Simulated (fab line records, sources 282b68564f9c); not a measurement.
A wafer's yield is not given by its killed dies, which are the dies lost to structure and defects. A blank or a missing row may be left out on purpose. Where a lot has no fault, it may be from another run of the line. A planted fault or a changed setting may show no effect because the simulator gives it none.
A struck lot beside a sound one -- flow rit_cmos -- 17 out of 202 route steps
Sound: the wafers L717.3, L717.4, L717.5. Struck: wafers L720.1, L720.3, L720.4. Last of all comes the cause.
For every step that has rows: the tool of each side, followed by ch and its chambers, followed by its first start. Under that, the readings that differ: sound wafers -- struck wafers -- difference of the means -- sigmas: that difference in standard deviations of wafers without a fault.
alike: readings with means less than 2 such deviations apart, plus words and numbers identical on both sides. not compared: withheld readings, readings lacking a value on some wafer, bounds such as >300 that could conceal the same value, and numbers that have no deviation in the record and whose values overlap.
The two part at a step that has a row with sigmas, a row that says differs or no value, or rows on one side only. Numbers that have no deviation but don't overlap get no sigmas and don't part them. Lack of a reading on every wafer of one side parts them only where that side has two or more wafers.

first, 1 step without rows for these wafers: RIT_PRETRO_DEVELOP_05 (develop time 68 s).
RIT_PRETRO_OVL_MEAS_06:
  struck on overlay-01, day 3 00:11; sound on overlay-01, day 2 15:51
  alike: PRETRO_OVL
then, 2 steps without rows for these wafers: RIT_PRETRO_HARDBAKE_07 (time 120 s); RIT_PRETRO_IMPLANT_08.
RIT_PRETRO_STRIP_09: strips in O2, time 180 s.
  sound on plasma_asher-01 ch 0,1, day 2 16:20; struck on plasma_asher-02 ch 0,1, day 3 00:44
  alike: chamber_pressure_mTorr, drypump_motor_current_A
  not compared: rf_hours_counter_h
RIT_PRETRO_TW_MEAS_10:
  struck on film_metro-03, day 3 00:55; sound on film_metro-01, day 2 16:28
  alike: PRETRO_TW
then, 5 steps without rows for these wafers: RIT_GATE_WET_ETCH_00 (etches SiO2 in BOE, target depth 56 nm, time 60 s); RIT_GATE_CLEAN_01 (cleans in SC1, time 600 s); RIT_GATE_CLEAN_02 (cleans in dHF, time 30 s); RIT_GATE_CLEAN_03 (cleans in SC2, time 600 s); RIT_GATE_CLEAN_04 (cleans in dHF, time 60 s).
RIT_FOX2_THK_MEAS_91:
  struck on film_metro-02, day 3 01:31; sound on film_metro-04, day 2 16:58
  alike: FIELD_OXIDE_LEFT_2_THK
RIT_GATE_OXIDATION_05: target thk 3 nm, ox time 270 s.
  sound on furnace-04 ch 0, day 2 18:03; struck on furnace-04 ch 0, day 3 01:35
reading,sound,struck,difference,sigmas
model.SiO2_of_GATE_OXIDATION_05.thk_nm (nm),3.097 3.118 3.123,3.266 3.27 3.266,+0.155,
  alike: ox_temp_c, zone_power_load_pct
then, 1 step without rows for these wafers: RIT_GATE_ANNEAL_06 (time 600 s).
RIT_GATE_THK_MEAS_07:
  struck on film_metro-01, day 3 03:22; sound on film_metro-02, day 2 19:24
reading,sound,struck,difference,sigmas
GATE_OXIDE_THK (nm),3.09 3.13 3.14,3.24 3.27 3.26,+0.14,+2
then, 1 step without rows for these wafers: RIT_GATE_CVD_08 (deposits poly-Si from SiH4, target thk 250 nm, time 2220 s).
RIT_M1_PROBE_99:
  struck on prober-02, day 4 05:13; sound on prober-01, day 3 19:55
  alike: killed_at_M0_to_M3, killed_at_front_end, killed_dies, killed_open, killed_short

== WHERE THEY PART ==
Within this record, at RIT_GATE_THK_MEAS_07 only. Later steps at which nothing parts them and some readings are alike: RIT_M1_PROBE_99.

WHY: what the simulator had put in
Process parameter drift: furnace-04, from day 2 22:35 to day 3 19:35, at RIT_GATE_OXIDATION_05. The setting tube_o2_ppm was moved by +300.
